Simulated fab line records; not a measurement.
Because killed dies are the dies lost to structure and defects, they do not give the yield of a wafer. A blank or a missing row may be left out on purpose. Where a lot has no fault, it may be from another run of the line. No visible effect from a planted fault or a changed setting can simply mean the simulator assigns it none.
fab line records    flow berkeley-cmos170
record lots=14  wafers=42  last-day=12
route steps=331 shown PVT@122
lots that met no fault: taken from a fault-free run of the same line
start-h: hours from the record's first day to the start of the lot's first wafer shown    wait-h: how many hours have passed since the lot's step before this one    " identical to the entry in the row above    L1.1+2: a row that stands for several wafers    - no value, or no start given    * or withheld: withheld    < > ~ a bound
route shown NAME@n: a module of which the file shows steps, and the number in the route of the first    usual: mean/standard deviation of fault-free wafers    same: alike in all rows    chamber/n: place in a boat    sites: each site's reading    _std_site: standard deviation across them    _edge_site: mean of outer sites minus mean of inner sites    radius-mm: how far each site lies from the wafer's centre    mask NAME#n: copy n    behind: tool/chamber where the wafer was last shaped    hold: the reason the lot was held/the length of the hold in hours/how it ended    device: the transistor (n, p or np) that didn't switch    end of line: tests run on the same wafers once the route is complete    a step without rows: its recipe alone    killed: dies that structure and defects cost at the first sort, which is not the same as the wafer's yield    map: a wafer's dies, x killed, . not, _ none there
set.NAME: the setting the step ran with; set.NAME@STEP: the setting that earlier step ran with    model.NAME: the simulator's own value behind a step, which no gauge read
route steps across a sampled set of lots; one table per step, one row per wafer
services: from which hour (start-h, from the record's first day; less than 0 if before it) a tool's chamber was out of use, for how many hours, and why
## steps
# step UCB170_PVT_IMPLANT_07
# recipe species=P  dose-cm2=2e+12  energy-kev=30  tilt-deg=7
# usual dose-ions-cm2=1.9997e+12/2.4e+09  end-station-pressure-torr=5.01e-06/2.8e-07  faraday-current-uA=6.36/0.13
lot.wafer  tool          chamber  start-h  wait-h  dose-ions-cm2  end-station-pressure-torr  faraday-current-uA
L936.1     implanter-03  0        111.60   0.0     1.9953e+12     5.09e-06                   6.24
L936.2     "             0        "        "       1.9987e+12     5.14e-06                   6.05
L936.4     "             0        "        "       2.0007e+12     5.23e-06                   6.33
L935.2     implanter-01  0        111.66   0.0     1.9997e+12     5.04e-06                   6.52
L935.3     "             0        "        "       1.9974e+12     5.03e-06                   6.31
L935.4     "             0        "        "       1.9983e+12     4.43e-06                   6.41
L938.2     implanter-04  0        130.33   0.0     2.0011e+12     5.45e-06                   6.22
L938.3     "             0        "        "       1.9967e+12     5.07e-06                   6.31
L938.4     "             0        "        "       1.9995e+12     4.96e-06                   6.44
L939.1     implanter-01  0        143.36   0.0     2.0037e+12     5.34e-06                   6.38
L939.3     "             0        "        "       2.0039e+12     4.58e-06                   6.36
L939.6     "             0        "        "       2.0012e+12     5.14e-06                   6.63
L942.1     implanter-04  0        148.74   0.0     1.9997e+12     5.33e-06                   6.52
L942.3     "             0        "        "       2.0004e+12     4.94e-06                   6.08
L942.4     "             0        "        "       2.0006e+12     4.98e-06                   6.22
L943.2     implanter-01  0        156.58   0.0     2.0028e+12     4.95e-06                   6.39
L943.5     "             0        "        "       2.0041e+12     4.71e-06                   6.45
L943.6     "             0        "        "       1.9994e+12     5.12e-06                   6.28
L945.1     implanter-04  0        163.39   0.0     2.0003e+12     5.2e-06                    6.28
L945.3     "             0        "        "       1.9977e+12     5.2e-06                    6.35
L945.4     "             0        "        "       2.0021e+12     4.98e-06                   6.38
L948.1     implanter-01  0        177.82   0.0     1.9964e+12     4.81e-06                   6.41
L948.4     "             0        "        "       2.0005e+12     5.32e-06                   6.42
L948.6     "             0        "        "       1.9991e+12     4.83e-06                   6.21
L952.1     implanter-01  0        196.64   0.0     2.8269e+12     4.94e-06                   8.81
L952.2     "             0        "        "       2.8312e+12     4.81e-06                   8.89
L952.6     "             0        "        "       2.8294e+12     5.27e-06                   9.20
L951.2     implanter-03  0        196.94   0.0     1.9967e+12     4.72e-06                   6.31
L951.3     "             0        "        "       1.9997e+12     5.53e-06                   6.41
L951.4     "             0        "        "       1.9957e+12     5.13e-06                   6.22
L953.4     implanter-04  0        197.26   0.1     1.9988e+12     5.19e-06                   6.32
L953.5     "             0        "        "       1.9967e+12     4.87e-06                   6.45
L953.6     "             0        "        "       2.0045e+12     4.56e-06                   6.57
L957.1     implanter-04  0        215.54   0.0     2.0026e+12     5.09e-06                   6.25
L957.2     "             0        "        "       1.9987e+12     5e-06                      6.11
L957.6     "             0        "        "       2.0012e+12     5.35e-06                   6.43
L956.3     implanter-01  0        215.98   0.1     2.8278e+12     5.47e-06                   8.54
L956.4     "             0        "        "       2.8273e+12     4.58e-06                   9.13
L956.6     "             0        "        "       2.8291e+12     4.88e-06                   9.07
L958.2     implanter-03  0        221.06   0.0     1.9975e+12     5e-06                      6.32
L958.5     "             0        "        "       1.9994e+12     5.18e-06                   6.43
L958.6     "             0        "        "       1.997e+12      5.53e-06                   6.37
# step UCB170_PVT_TW_MEAS_09
# usual PVT_TW=512/5.8
lot.wafer  tool           chamber  start-h  wait-h  PVT_TW
L936.1     film-metro-04  -        111.85   0.1     505
L936.2     "              -        "        "       508
L936.4     "              -        "        "       504
L935.2     film-metro-02  -        111.89   0.1     510
L935.3     "              -        "        "       511
L935.4     "              -        "        "       514
L938.2     film-metro-04  -        130.56   0.1     505
L938.3     "              -        "        "       507
L938.4     "              -        "        "       505
L939.1     film-metro-02  -        143.61   0.1     516
L939.3     "              -        "        "       517
L939.6     "              -        "        "       519
L942.1     film-metro-04  -        148.99   0.1     504
L942.3     "              -        "        "       506
L942.4     "              -        "        "       504
L943.2     film-metro-02  -        156.82   0.1     514
L943.5     "              -        "        "       515
L943.6     "              -        "        "       516
L945.1     film-metro-04  -        163.64   0.1     506
L945.3     "              -        "        "       504
L945.4     "              -        "        "       506
L948.1     film-metro-04  -        178.07   0.1     511
L948.4     "              -        "        "       508
L948.6     "              -        "        "       505
L952.1     film-metro-03  -        196.89   0.1     576
L952.2     "              -        "        "       574
L952.6     "              -        "        "       575
L951.2     film-metro-03  -        197.17   0.1     514
L951.3     "              -        "        "       518
L951.4     "              -        "        "       516
L953.4     film-metro-04  -        197.47   0.1     506
L953.5     "              -        "        "       506
L953.6     "              -        "        "       502
L957.1     film-metro-03  -        215.79   0.1     516
L957.2     "              -        "        "       518
L957.6     "              -        "        "       516
L956.3     film-metro-03  -        216.29   0.1     579
L956.4     "              -        "        "       579
L956.6     "              -        "        "       581
L958.2     film-metro-02  -        221.29   0.1     508
L958.5     "              -        "        "       512
L958.6     "              -        "        "       508
## services
tool          chamber  start-h  hours  kind
implanter-04  -        92.44    5.0    pm
implanter-01  -        94.42    4.4    pm
implanter-01  -        135.38   0.8    repair
implanter-01  -        148.07   0.8    repair
implanter-03  -        180.00   2.7    repair
implanter-04  -        220.82   2.1    repair
## key
first-sign step=UCB170_PVT_IMPLANT_07  reading=dose-ions-cm2  direction=up  sigmas=99+  usual=1.9997e+12  struck=2.8286e+12
effect step=UCB170_PVT_IMPLANT_07  reading=faraday-current-uA  direction=up  sigmas=20  usual=6.36  struck=8.94
effect step=UCB170_PVT_TW_MEAS_09  reading=PVT_TW  direction=up  sigmas=11  usual=512  struck=577
met-at UCB170_PVT_IMPLANT_07
struck-lots L952,L956
tester-left-out L952,L956
onset-between 177.82 196.64
fault kind=process-parameter-drift  tool=implanter-01  chamber=-  onset-h=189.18  steps=UCB170_PVT_IMPLANT_07  channel=dose-cm2  offset=8.2966e+11  shape=step  end-h=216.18  acts-in=these-recipes-only  stated=2e+12
# tester-left-out: of these lots the tester's yield and bins aren't shown, on N5 and GAA mostly nor the transistor test; their killed dies are dies lost to structure and defects alone, not to doping, threshold or leakage, so they don't give the yield
